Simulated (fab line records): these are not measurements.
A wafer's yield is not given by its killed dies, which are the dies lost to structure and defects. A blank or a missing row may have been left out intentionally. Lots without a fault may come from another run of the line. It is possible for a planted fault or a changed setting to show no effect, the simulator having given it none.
fab line records / flow berkeley_cmos170 / part 2 of 2: steps 31 to 42 of 42
[record] lots = 5 wafers = 15 last_day = 11
route steps=331 shown PWELL@37 WELLDRIVE@55 ACTIVE@60
lots that met no fault: taken from a fault-free run of the same line
start_h: start of the lot's first displayed wafer, in hours after the record's first day / wait_h: hours elapsed since this lot's preceding step / " unchanged from the row above / L1.1+2: a single row standing in for several wafers / - no value present, or no start provided / * or withheld: withheld / < > ~ a bound
route shown NAME@n: a module of which the file shows steps, and the number in the route of the first / usual: mean/standard deviation of fault-free wafers / same: alike in all rows / chamber/n: place in a boat / sites: each site's reading / _std_site: how widely they spread, as a standard deviation / _edge_site: outer sites' mean less inner sites' / radius_mm: for every site, how far away it sits from the centre of the wafer / mask NAME#n: copy n / behind: the most recent tool/chamber to have shaped the wafer / hold: the reason the lot was held/the length of the hold in hours/how it ended / device: names the non-switching transistor (n, p or np) / end of line: the tests these same wafers got at the end of their route / a step with no rows: only its recipe / killed: the dies lost at the first sort to structure and to defects; this is not the yield of the wafer / map: shows each die of a wafer: x if killed, . if not, _ if none is there
set.NAME: the setting that was run; set.NAME@STEP: the one run at that earlier step / model.NAME: the simulator's own value behind a step, which no gauge read
lots seen at some steps along the route; tables by step, rows by wafer
services: when a tool's chamber went out of use (start_h, in hours from the record's first day, below 0 if earlier), for how many hours, and the reason
[[steps]]
[step UCB170_ACTIVE_HMDS_07]
[recipe] prime_time_s = 60 prime_temp_c = 100
lot.wafer=L074.1+2+5 tool=litho_track-04 chamber=0 start_h=83.85 wait_h=0.1
lot.wafer=L083.1+4+6 tool=litho_track-02 chamber=0 start_h=122.72 wait_h=0.3
lot.wafer=L084.2+4+5 tool=litho_track-02 chamber=0 start_h=130.92 wait_h=0.3
lot.wafer=L091.1+2+6 tool=litho_track-04 chamber=0 start_h=163.28 wait_h=0.1
lot.wafer=L093.1+2+4 tool=litho_track-04 chamber=0 start_h=180.86 wait_h=0.1
[step UCB170_ACTIVE_COAT_08]
[recipe] resist = KrF spin_rpm = 1500 resist_thk_nm = 900
lot.wafer=L074.1+2+5 tool=litho_track-04 chamber=0 start_h=84.00 wait_h=0.1
lot.wafer=L083.1+4+6 tool=litho_track-02 chamber=0 start_h=122.87 wait_h=0.1
lot.wafer=L084.2+4+5 tool=litho_track-02 chamber=0 start_h=131.07 wait_h=0.1
lot.wafer=L091.1+2+6 tool=litho_track-04 chamber=0 start_h=163.43 wait_h=0.1
lot.wafer=L093.1+2+4 tool=litho_track-04 chamber=0 start_h=181.01 wait_h=0.1
[step UCB170_ACTIVE_SOFTBAKE_09]
[recipe] resist = KrF temp_c = 130 time_s = 60
lot.wafer=L074.1+2+5 tool=litho_track-04 chamber=0 start_h=84.15 wait_h=0.1
lot.wafer=L083.1+4+6 tool=litho_track-02 chamber=0 start_h=123.02 wait_h=0.1
lot.wafer=L084.2+4+5 tool=litho_track-02 chamber=0 start_h=131.22 wait_h=0.1
lot.wafer=L091.1+2+6 tool=litho_track-04 chamber=0 start_h=163.58 wait_h=0.1
lot.wafer=L093.1+2+4 tool=litho_track-04 chamber=0 start_h=181.16 wait_h=0.1
[step UCB170_ACTIVE_EXPOSE_10]
[recipe] mask_id = ACTIVE target_cd_nm = 1200 na = 0.5 sigma_outer = 0.6 source_shape = conventional dose_mj = 20
[same] sigma_outer = 0.6
lot.wafer=L074.1+2+5 tool=krf_scanner-02 chamber=0 start_h=84.43 wait_h=0.2 mask=ACTIVE#0
lot.wafer=L083.1+4+6 tool=krf_scanner-02 chamber=0 start_h=123.30 wait_h=0.2 mask=ACTIVE#0
lot.wafer=L084.2+4+5 tool=krf_scanner-02 chamber=0 start_h=131.41 wait_h=0.2 mask=ACTIVE#0
lot.wafer=L091.1+2+6 tool=krf_scanner-01 chamber=0 start_h=163.97 wait_h=0.4 mask=ACTIVE#0
lot.wafer=L093.1+2+4 tool=krf_scanner-01 chamber=0 start_h=181.31 wait_h=0.1 mask=ACTIVE#0
[step UCB170_ACTIVE_PEB_11]
[recipe] peb_temp_c = 130 peb_time_s = withheld resist = KrF
lot.wafer=L074.1+2+5 tool=litho_track-02 chamber=0 start_h=84.59 wait_h=0.1
lot.wafer=L083.1+4+6 tool=litho_track-02 chamber=0 start_h=123.72 wait_h=0.4
lot.wafer=L084.2+4+5 tool=litho_track-02 chamber=0 start_h=131.53 wait_h=0.1
lot.wafer=L091.1+2+6 tool=litho_track-03 chamber=0 start_h=164.09 wait_h=0.1
lot.wafer=L093.1+2+4 tool=litho_track-02 chamber=0 start_h=181.42 wait_h=0.1
[step UCB170_ACTIVE_DEVELOP_12]
[recipe] developer = TMAH develop_time_s = 45 resist = KrF dev_temp_c = 21
lot.wafer=L074.1+2+5 tool=litho_track-02 chamber=0 start_h=- wait_h=-
lot.wafer=L083.1+4+6 tool=litho_track-02 chamber=0 start_h=- wait_h=-
lot.wafer=L084.2+4+5 tool=litho_track-02 chamber=0 start_h=- wait_h=-
lot.wafer=L091.1+2+6 tool=litho_track-03 chamber=0 start_h=- wait_h=-
lot.wafer=L093.1+2+4 tool=litho_track-02 chamber=0 start_h=- wait_h=-
[step UCB170_ACTIVE_CD_MEAS_13]
[recipe] target_cd_nm = 1200
[usual] cd_nm = 1199.9/1.2
lot.wafer=L074.1 tool=cd_sem-02 chamber=- start_h=84.86 wait_h=- cd_nm=1201.9
lot.wafer=L074.2 tool=cd_sem-02 chamber=- start_h=84.86 wait_h=- cd_nm=1200.7
lot.wafer=L074.5 tool=cd_sem-02 chamber=- start_h=84.86 wait_h=- cd_nm=1199.9
lot.wafer=L083.1 tool=cd_sem-01 chamber=- start_h=124.00 wait_h=- cd_nm=1200.6
lot.wafer=L083.4 tool=cd_sem-01 chamber=- start_h=124.00 wait_h=- cd_nm=1200.7
lot.wafer=L083.6 tool=cd_sem-01 chamber=- start_h=124.00 wait_h=- cd_nm=1199.8
lot.wafer=L084.2 tool=cd_sem-02 chamber=- start_h=131.80 wait_h=- cd_nm=1196.9
lot.wafer=L084.4 tool=cd_sem-02 chamber=- start_h=131.80 wait_h=- cd_nm=1198.3
lot.wafer=L084.5 tool=cd_sem-02 chamber=- start_h=131.80 wait_h=- cd_nm=1197.3
lot.wafer=L091.1 tool=cd_sem-02 chamber=- start_h=164.36 wait_h=- cd_nm=1198.9
lot.wafer=L091.2 tool=cd_sem-02 chamber=- start_h=164.36 wait_h=- cd_nm=1198.7
lot.wafer=L091.6 tool=cd_sem-02 chamber=- start_h=164.36 wait_h=- cd_nm=1199.4
lot.wafer=L093.1 tool=cd_sem-01 chamber=- start_h=181.80 wait_h=- cd_nm=1200.4
lot.wafer=L093.2 tool=cd_sem-01 chamber=- start_h=181.80 wait_h=- cd_nm=1200.5
lot.wafer=L093.4 tool=cd_sem-01 chamber=- start_h=181.80 wait_h=- cd_nm=1199.4
[step UCB170_ACTIVE_OVL_MEAS_14]
[usual] ACTIVE_OVL = 4/5
lot.wafer=L074.1 tool=overlay-02 chamber=- start_h=84.98 wait_h=0.1 ACTIVE_OVL[nm]=2
lot.wafer=L074.2 tool=overlay-02 chamber=- start_h=84.98 wait_h=0.1 ACTIVE_OVL[nm]=-2
lot.wafer=L074.5 tool=overlay-02 chamber=- start_h=84.98 wait_h=0.1 ACTIVE_OVL[nm]=1
lot.wafer=L083.1 tool=overlay-02 chamber=- start_h=124.12 wait_h=0.1 ACTIVE_OVL[nm]=3
lot.wafer=L083.4 tool=overlay-02 chamber=- start_h=124.12 wait_h=0.1 ACTIVE_OVL[nm]=1
lot.wafer=L083.6 tool=overlay-02 chamber=- start_h=124.12 wait_h=0.1 ACTIVE_OVL[nm]=1
lot.wafer=L084.2 tool=overlay-02 chamber=- start_h=131.90 wait_h=0.1 ACTIVE_OVL[nm]=1
lot.wafer=L084.4 tool=overlay-02 chamber=- start_h=131.90 wait_h=0.1 ACTIVE_OVL[nm]=15
lot.wafer=L084.5 tool=overlay-02 chamber=- start_h=131.90 wait_h=0.1 ACTIVE_OVL[nm]=13
lot.wafer=L091.1 tool=overlay-02 chamber=- start_h=164.48 wait_h=0.1 ACTIVE_OVL[nm]=-1
lot.wafer=L091.2 tool=overlay-02 chamber=- start_h=164.48 wait_h=0.1 ACTIVE_OVL[nm]=-5
lot.wafer=L091.6 tool=overlay-02 chamber=- start_h=164.48 wait_h=0.1 ACTIVE_OVL[nm]=0
lot.wafer=L093.1 tool=overlay-02 chamber=- start_h=181.92 wait_h=0.1 ACTIVE_OVL[nm]=8
lot.wafer=L093.2 tool=overlay-02 chamber=- start_h=181.92 wait_h=0.1 ACTIVE_OVL[nm]=17
lot.wafer=L093.4 tool=overlay-02 chamber=- start_h=181.92 wait_h=0.1 ACTIVE_OVL[nm]=3
[step UCB170_ACTIVE_ETCH_15]
[recipe] chemistry = CH3F/Ar/O2 target = Si3N4 stop_on = SiO2 CH3F_flow_sccm = 20 Ar_flow_sccm = 50 O2_flow_sccm = 7 pressure_mtorr = 50 rf_w = 450 target_depth_a = 2420 over_etch_frac = 0.1 time_s = 151
[usual] chamber_pressure_mTorr = 50.00/0.047 drypump_motor_current_A = 5.5/0.47 oes_product_au = 0.945/0.015 throttle_valve_pct = 8.07/0.11
lot.wafer=L074.1 tool=rie_diel-01 chamber=3 start_h=85.02 wait_h=0.0 chamber_pressure_mTorr=50.04 drypump_motor_current_A=5.0 oes_product_au=0.937 rf_hours_counter_h=65 throttle_valve_pct=7.91
lot.wafer=L074.2 tool=rie_diel-01 chamber=0 start_h=85.02 wait_h=0.0 chamber_pressure_mTorr=50.04 drypump_motor_current_A=5.4 oes_product_au=0.956 rf_hours_counter_h=9 throttle_valve_pct=8.24
lot.wafer=L074.5 tool=rie_diel-01 chamber=2 start_h=85.02 wait_h=0.0 chamber_pressure_mTorr=49.99 drypump_motor_current_A=4.7 oes_product_au=0.932 rf_hours_counter_h=- throttle_valve_pct=8.01
lot.wafer=L083.1 tool=rie_diel-03 chamber=3 start_h=124.16 wait_h=0.0 chamber_pressure_mTorr=50.04 drypump_motor_current_A=5.7 oes_product_au=0.958 rf_hours_counter_h=35 throttle_valve_pct=7.94
lot.wafer=L083.4 tool=rie_diel-03 chamber=0 start_h=124.16 wait_h=0.0 chamber_pressure_mTorr=50.08 drypump_motor_current_A=5.8 oes_product_au=0.962 rf_hours_counter_h=78 throttle_valve_pct=8.06
lot.wafer=L083.6 tool=rie_diel-03 chamber=0 start_h=124.16 wait_h=0.0 chamber_pressure_mTorr=49.98 drypump_motor_current_A=5.8 oes_product_au=0.960 rf_hours_counter_h=- throttle_valve_pct=8.05
lot.wafer=L084.2 tool=rie_diel-01 chamber=2 start_h=131.93 wait_h=0.0 chamber_pressure_mTorr=49.97 drypump_motor_current_A=4.7 oes_product_au=0.943 rf_hours_counter_h=18 throttle_valve_pct=8.02
lot.wafer=L084.4 tool=rie_diel-01 chamber=0 start_h=131.93 wait_h=0.0 chamber_pressure_mTorr=50.05 drypump_motor_current_A=5.4 oes_product_au=0.964 rf_hours_counter_h=11 throttle_valve_pct=8.24
lot.wafer=L084.5 tool=rie_diel-01 chamber=0 start_h=131.93 wait_h=0.0 chamber_pressure_mTorr=49.99 drypump_motor_current_A=5.4 oes_product_au=0.966 rf_hours_counter_h=- throttle_valve_pct=8.23
lot.wafer=L091.1 tool=rie_diel-04 chamber=1 start_h=164.52 wait_h=0.0 chamber_pressure_mTorr=50.01 drypump_motor_current_A=5.9 oes_product_au=0.928 rf_hours_counter_h=124 throttle_valve_pct=8.17
lot.wafer=L091.2 tool=rie_diel-04 chamber=2 start_h=164.52 wait_h=0.0 chamber_pressure_mTorr=49.95 drypump_motor_current_A=5.6 oes_product_au=0.937 rf_hours_counter_h=110 throttle_valve_pct=8.01
lot.wafer=L091.6 tool=rie_diel-04 chamber=0 start_h=164.52 wait_h=0.0 chamber_pressure_mTorr=50.01 drypump_motor_current_A=6.3 oes_product_au=0.930 rf_hours_counter_h=- throttle_valve_pct=8.05
lot.wafer=L093.1 tool=rie_diel-03 chamber=3 start_h=181.96 wait_h=0.0 chamber_pressure_mTorr=49.99 drypump_motor_current_A=5.7 oes_product_au=0.958 rf_hours_counter_h=38 throttle_valve_pct=7.94
lot.wafer=L093.2 tool=rie_diel-03 chamber=1 start_h=181.96 wait_h=0.0 chamber_pressure_mTorr=49.99 drypump_motor_current_A=5.0 oes_product_au=0.945 rf_hours_counter_h=75 throttle_valve_pct=8.09
lot.wafer=L093.4 tool=rie_diel-03 chamber=2 start_h=181.96 wait_h=0.0 chamber_pressure_mTorr=49.98 drypump_motor_current_A=6.0 oes_product_au=0.936 rf_hours_counter_h=35 throttle_valve_pct=7.90
[step UCB170_ACTIVE_STRIP_16]
[recipe] chemistry = O2 power_w = 400 pressure_mtorr = 3500 platen_temp_c = withheld o2_flow_sccm = 400 overash_fraction = 0.5
[usual] chamber_pressure_mTorr = 3500/3.2 drypump_motor_current_A = 5.7/0.67 o2_flow_sccm = 399.9/1.2 oes_product_au = 0.721/0.0043 strip_time_to_endpoint_s = 18.06/0.092
[same] overash_fraction = 0.5
lot.wafer=L074.1 tool=plasma_asher-01 chamber=0 start_h=85.12 wait_h=0.1 chamber_pressure_mTorr=3502 drypump_motor_current_A=6.7 o2_flow_sccm=399.7 oes_product_au=0.728 rf_hours_counter_h=29 strip_time_to_endpoint_s=18.09
lot.wafer=L074.2 tool=plasma_asher-01 chamber=1 start_h=85.12 wait_h=0.1 chamber_pressure_mTorr=3503 drypump_motor_current_A=5.8 o2_flow_sccm=399.5 oes_product_au=0.711 rf_hours_counter_h=29 strip_time_to_endpoint_s=18.11
lot.wafer=L074.5 tool=plasma_asher-01 chamber=1 start_h=85.12 wait_h=0.1 chamber_pressure_mTorr=3497 drypump_motor_current_A=5.8 o2_flow_sccm=399.1 oes_product_au=0.725 rf_hours_counter_h=- strip_time_to_endpoint_s=18.10
lot.wafer=L083.1 tool=plasma_asher-04 chamber=1 start_h=124.26 wait_h=0.1 chamber_pressure_mTorr=3500 drypump_motor_current_A=4.9 o2_flow_sccm=399.6 oes_product_au=0.723 rf_hours_counter_h=39 strip_time_to_endpoint_s=17.95
lot.wafer=L083.4 tool=plasma_asher-04 chamber=1 start_h=124.26 wait_h=0.1 chamber_pressure_mTorr=3500 drypump_motor_current_A=4.9 o2_flow_sccm=399.0 oes_product_au=0.719 rf_hours_counter_h=- strip_time_to_endpoint_s=17.94
lot.wafer=L083.6 tool=plasma_asher-04 chamber=1 start_h=124.26 wait_h=0.1 chamber_pressure_mTorr=3502 drypump_motor_current_A=4.9 o2_flow_sccm=399.0 oes_product_au=0.720 rf_hours_counter_h=- strip_time_to_endpoint_s=17.86
lot.wafer=L084.2 tool=plasma_asher-04 chamber=1 start_h=132.03 wait_h=0.1 chamber_pressure_mTorr=3505 drypump_motor_current_A=4.9 o2_flow_sccm=400.2 oes_product_au=0.716 rf_hours_counter_h=40 strip_time_to_endpoint_s=18.06
lot.wafer=L084.4 tool=plasma_asher-04 chamber=1 start_h=132.03 wait_h=0.1 chamber_pressure_mTorr=3500 drypump_motor_current_A=4.9 o2_flow_sccm=400.8 oes_product_au=0.727 rf_hours_counter_h=- strip_time_to_endpoint_s=17.97
lot.wafer=L084.5 tool=plasma_asher-04 chamber=1 start_h=132.03 wait_h=0.1 chamber_pressure_mTorr=3495 drypump_motor_current_A=4.9 o2_flow_sccm=399.4 oes_product_au=0.722 rf_hours_counter_h=- strip_time_to_endpoint_s=17.95
lot.wafer=L091.1 tool=plasma_asher-01 chamber=1 start_h=164.62 wait_h=0.1 chamber_pressure_mTorr=3500 drypump_motor_current_A=5.8 o2_flow_sccm=399.5 oes_product_au=0.718 rf_hours_counter_h=37 strip_time_to_endpoint_s=17.99
lot.wafer=L091.2 tool=plasma_asher-01 chamber=0 start_h=164.62 wait_h=0.1 chamber_pressure_mTorr=3501 drypump_motor_current_A=6.6 o2_flow_sccm=398.9 oes_product_au=0.728 rf_hours_counter_h=37 strip_time_to_endpoint_s=18.06
lot.wafer=L091.6 tool=plasma_asher-01 chamber=1 start_h=164.62 wait_h=0.1 chamber_pressure_mTorr=3503 drypump_motor_current_A=5.9 o2_flow_sccm=398.2 oes_product_au=0.718 rf_hours_counter_h=- strip_time_to_endpoint_s=17.98
lot.wafer=L093.1 tool=plasma_asher-02 chamber=1 start_h=182.06 wait_h=0.1 chamber_pressure_mTorr=3501 drypump_motor_current_A=4.8 o2_flow_sccm=400.9 oes_product_au=0.721 rf_hours_counter_h=48 strip_time_to_endpoint_s=18.21
lot.wafer=L093.2 tool=plasma_asher-02 chamber=0 start_h=182.06 wait_h=0.1 chamber_pressure_mTorr=3498 drypump_motor_current_A=5.4 o2_flow_sccm=400.7 oes_product_au=0.725 rf_hours_counter_h=48 strip_time_to_endpoint_s=18.16
lot.wafer=L093.4 tool=plasma_asher-02 chamber=1 start_h=182.06 wait_h=0.1 chamber_pressure_mTorr=3501 drypump_motor_current_A=4.8 o2_flow_sccm=400.4 oes_product_au=0.725 rf_hours_counter_h=- strip_time_to_endpoint_s=17.98
[step UCB170_ACTIVE_CD_MEAS_90]
[recipe] target_cd_nm = 1200
[usual] cd_nm = 1199.8/1.2
lot.wafer=L074.1 tool=cd_sem-02 chamber=- start_h=85.22 wait_h=0.1 cd_nm=1202.0
lot.wafer=L074.2 tool=cd_sem-02 chamber=- start_h=85.22 wait_h=0.1 cd_nm=1200.3
lot.wafer=L074.5 tool=cd_sem-02 chamber=- start_h=85.22 wait_h=0.1 cd_nm=1200.5
lot.wafer=L083.1 tool=cd_sem-02 chamber=- start_h=124.37 wait_h=0.1 cd_nm=1201.0
lot.wafer=L083.4 tool=cd_sem-02 chamber=- start_h=124.37 wait_h=0.1 cd_nm=1200.2
lot.wafer=L083.6 tool=cd_sem-02 chamber=- start_h=124.37 wait_h=0.1 cd_nm=1199.9
lot.wafer=L084.2 tool=cd_sem-01 chamber=- start_h=132.15 wait_h=0.1 cd_nm=1197.2
lot.wafer=L084.4 tool=cd_sem-01 chamber=- start_h=132.15 wait_h=0.1 cd_nm=1198.2
lot.wafer=L084.5 tool=cd_sem-01 chamber=- start_h=132.15 wait_h=0.1 cd_nm=1197.2
lot.wafer=L091.1 tool=cd_sem-02 chamber=- start_h=164.72 wait_h=0.1 cd_nm=1198.5
lot.wafer=L091.2 tool=cd_sem-02 chamber=- start_h=164.72 wait_h=0.1 cd_nm=1198.8
lot.wafer=L091.6 tool=cd_sem-02 chamber=- start_h=164.72 wait_h=0.1 cd_nm=1199.7
lot.wafer=L093.1 tool=cd_sem-01 chamber=- start_h=182.16 wait_h=0.1 cd_nm=1200.7
lot.wafer=L093.2 tool=cd_sem-01 chamber=- start_h=182.16 wait_h=0.1 cd_nm=1200.5
lot.wafer=L093.4 tool=cd_sem-01 chamber=- start_h=182.16 wait_h=0.1 cd_nm=1199.9
[step UCB170_ACTIVE_CLEAN_17]
[recipe] chemistry = SPM temp_c = 120 time_s = 600
lot.wafer=L074.1+2+5 tool=wet_bench-03 chamber=3 start_h=87.13 wait_h=1.9
lot.wafer=L083.1+4+6 tool=wet_bench-04 chamber=2 start_h=124.49 wait_h=0.1
lot.wafer=L084.2+4+5 tool=wet_bench-04 chamber=3 start_h=132.95 wait_h=0.8
lot.wafer=L091.1+2+6 tool=wet_bench-01 chamber=3 start_h=165.31 wait_h=0.6
lot.wafer=L093.1+2+4 tool=wet_bench-01 chamber=1 start_h=182.50 wait_h=0.3
[[services]]
tool=lpcvd-02 chamber=- start_h=24.54 hours=0.8 kind=repair
tool=furnace-04 chamber=- start_h=26.42 hours=2.2 kind=pm
tool=krf_scanner-02 chamber=- start_h=27.06 hours=1.3 kind=pm
tool=rie_diel-04 chamber=3 start_h=35.99 hours=12.3 kind=repair
tool=furnace-03 chamber=- start_h=36.89 hours=3.7 kind=pm
tool=krf_scanner-02 chamber=- start_h=45.57 hours=2.6 kind=repair
tool=krf_scanner-01 chamber=- start_h=45.79 hours=0.3 kind=repair
tool=rie_diel-04 chamber=2 start_h=50.84 hours=7.3 kind=repair
tool=plasma_asher-03 chamber=- start_h=51.71 hours=0.8 kind=repair
tool=furnace-04 chamber=- start_h=55.82 hours=3.8 kind=pm
tool=implanter-03 chamber=- start_h=63.38 hours=3.8 kind=repair
tool=lpcvd-02 chamber=- start_h=80.77 hours=0.9 kind=repair
tool=rie_diel-04 chamber=3 start_h=81.72 hours=6.4 kind=repair
tool=furnace-02 chamber=- start_h=91.03 hours=4.1 kind=pm
tool=plasma_asher-03 chamber=- start_h=96.03 hours=1.5 kind=repair
tool=krf_scanner-02 chamber=- start_h=96.47 hours=0.7 kind=repair
tool=plasma_asher-03 chamber=- start_h=108.75 hours=9.0 kind=pm
tool=krf_scanner-02 chamber=- start_h=118.58 hours=1.0 kind=pm
tool=krf_scanner-02 chamber=- start_h=131.87 hours=1.1 kind=repair
tool=furnace-02 chamber=- start_h=135.79 hours=3.1 kind=pm
tool=implanter-03 chamber=- start_h=146.94 hours=1.7 kind=repair
tool=implanter-03 chamber=- start_h=150.65 hours=2.5 kind=repair
tool=rie_diel-04 chamber=1 start_h=154.22 hours=3.6 kind=repair
tool=furnace-01 chamber=- start_h=180.92 hours=7.8 kind=pm
